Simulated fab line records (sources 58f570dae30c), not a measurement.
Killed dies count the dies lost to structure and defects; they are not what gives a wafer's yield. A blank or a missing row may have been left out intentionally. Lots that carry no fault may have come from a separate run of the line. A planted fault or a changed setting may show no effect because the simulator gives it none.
Which tool was responsible? -- flow berkeleyCmos170 -- 21 wafers from 7 lots sampled at 2 of the route's 331 steps

WHAT THE GAUGES READ, wafer by wafer
UCB170_ACTIVE_THK_MEAS_06.
lot,measured,on,ACTIVE_NITRIDE_THK (nm)
L353,day 4 08:59,filmMetro-04,219.3 218.4 219.5
L355,day 4 16:43,filmMetro-03,158.7 161.6 161.6
L367,day 7 05:59,filmMetro-02,218.9 219.1 219.2
L369,day 7 13:17,filmMetro-02,218.1 217.1 216.4
L371,day 8 03:55,filmMetro-03,214.1 215.0 214.1
L373,day 8 13:08,filmMetro-03,217.2 219.2 218.7
L375,day 9 06:34,filmMetro-04,216.0 217.5 217.5

WHICH TOOL RAN EACH LOT (tool, then ch and the chambers of the sampled wafers, then the start)
lot,UCB170_ACTIVE_CVD_05
L353,"lpcvd-01 ch 1, day 4 07:04"
L355,"lpcvd-01 ch 1, day 4 14:48"
L367,"lpcvd-02 ch 1, day 7 03:06"
L369,"lpcvd-02 ch 1, day 7 10:24"
L371,"lpcvd-02 ch 1, day 8 01:01"
L373,"lpcvd-02 ch 0, day 8 10:16"
L375,"lpcvd-02 ch 1, day 9 03:40"
- UCB170_ACTIVE_CVD_05: deposits Si3N4 from SiH2Cl2/NH3, target thk 220 nm, time 3300 s.

THE ANSWER, worked out from the rows above alone
Rule: what is usual is taken from the lots themselves. Put in order of their means at a reading, lots are off if they are a third of the lots or fewer, leave a main group of 4 or more, and stand apart from it by a gap of 3 or more times the standard deviation of the main group's means; of several such gaps the widest counts. Not used: any main group whose means are identical at the precision the tables above print for the reading. Also off: a lot with no number at a reading for which 4 or more lots have one. Any other lot the step has rows for is counted as sound.
Off: at UCB170_ACTIVE_THK_MEAS_06 (ACTIVE_NITRIDE_THK), L355. The main group has a mean of 217.5 nm with a standard deviation of 1.6.
A tool fits if, at a process step before that reading, it ran every lot that is off, and no sound lot after the first of them. Gauges at UCB170_ACTIVE_THK_MEAS_06: tried the same way as those tools. One fits: UCB170_ACTIVE_CVD_05 on lpcvd-01. Its last sound lot is L353 (day 4 07:04), its first lot that is off L355 (day 4 14:48): a fault that began between those two fits.

WHAT THE SIMULATOR HAD PUT IN
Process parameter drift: lpcvd-01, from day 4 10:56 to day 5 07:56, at UCB170_ACTIVE_CVD_05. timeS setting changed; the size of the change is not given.
Struck lots among those shown: L355. The rule given above showed the same thing.
